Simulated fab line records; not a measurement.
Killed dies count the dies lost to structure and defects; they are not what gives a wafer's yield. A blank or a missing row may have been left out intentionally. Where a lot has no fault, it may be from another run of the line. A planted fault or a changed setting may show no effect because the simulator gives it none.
Chamber matching / flow rit_cmos / 3 sister chambers for RIT_SDANNEAL_CLEAN_02 on wet_bench-02
The step cleans in SC2, time 600 s. 3 wafers are shown with their chamber, then 7 later ones without.

## WAFERS, EACH WITH ITS CHAMBER
wafer=L483.6; chamber=3; bath_guard_temp_C (C)=76.2
wafer=L490.5; chamber=0; bath_guard_temp_C (C)=75.4
wafer=L492.5; chamber=1; bath_guard_temp_C (C)=75.4

## WAFERS WHOSE CHAMBER IS MISSING
wafer=L492.6; bath_guard_temp_C (C)=75.4
wafer=L493.4; bath_guard_temp_C (C)=75.5
wafer=L493.5; bath_guard_temp_C (C)=75.4
wafer=L493.6; bath_guard_temp_C (C)=75.2
wafer=L502.1; bath_guard_temp_C (C)=75.3
wafer=L502.4; bath_guard_temp_C (C)=75.6
wafer=L502.6; bath_guard_temp_C (C)=75.2

## WHICH CHAMBER EACH ONE RAN IN
wafer=L492.6; from the rows above=can't be placed: 0 or 1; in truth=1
wafer=L493.4; from the rows above=can't be placed: 0 or 1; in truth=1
wafer=L493.5; from the rows above=can't be placed: 0 or 1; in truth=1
wafer=L493.6; from the rows above=can't be placed: 0 or 1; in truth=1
wafer=L502.1; from the rows above=can't be placed: 0 or 1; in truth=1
wafer=L502.4; from the rows above=can't be placed: 0 or 1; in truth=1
wafer=L502.6; from the rows above=can't be placed: 0 or 1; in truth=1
Placed correctly: 0 of 7. Not placeable from these rows: 7 (in 7, the candidates include the true chamber). Number placed wrongly: 0.
How it was worked out, from the rows above alone: a wafer's distance from a chamber is the root of the sum, over the readings, of the square of ((its reading less the chamber's mean) divided by the reading's scatter). If the next closest chamber is less than 2 further off than the closest, the wafer can't be placed; otherwise it belongs to the closest. For every chamber, the mean is computed from those of its wafers that are shown. The scatter: with one shown wafer a chamber, the root of the mean of the squares of how far each hidden wafer lies from its nearest shown one.
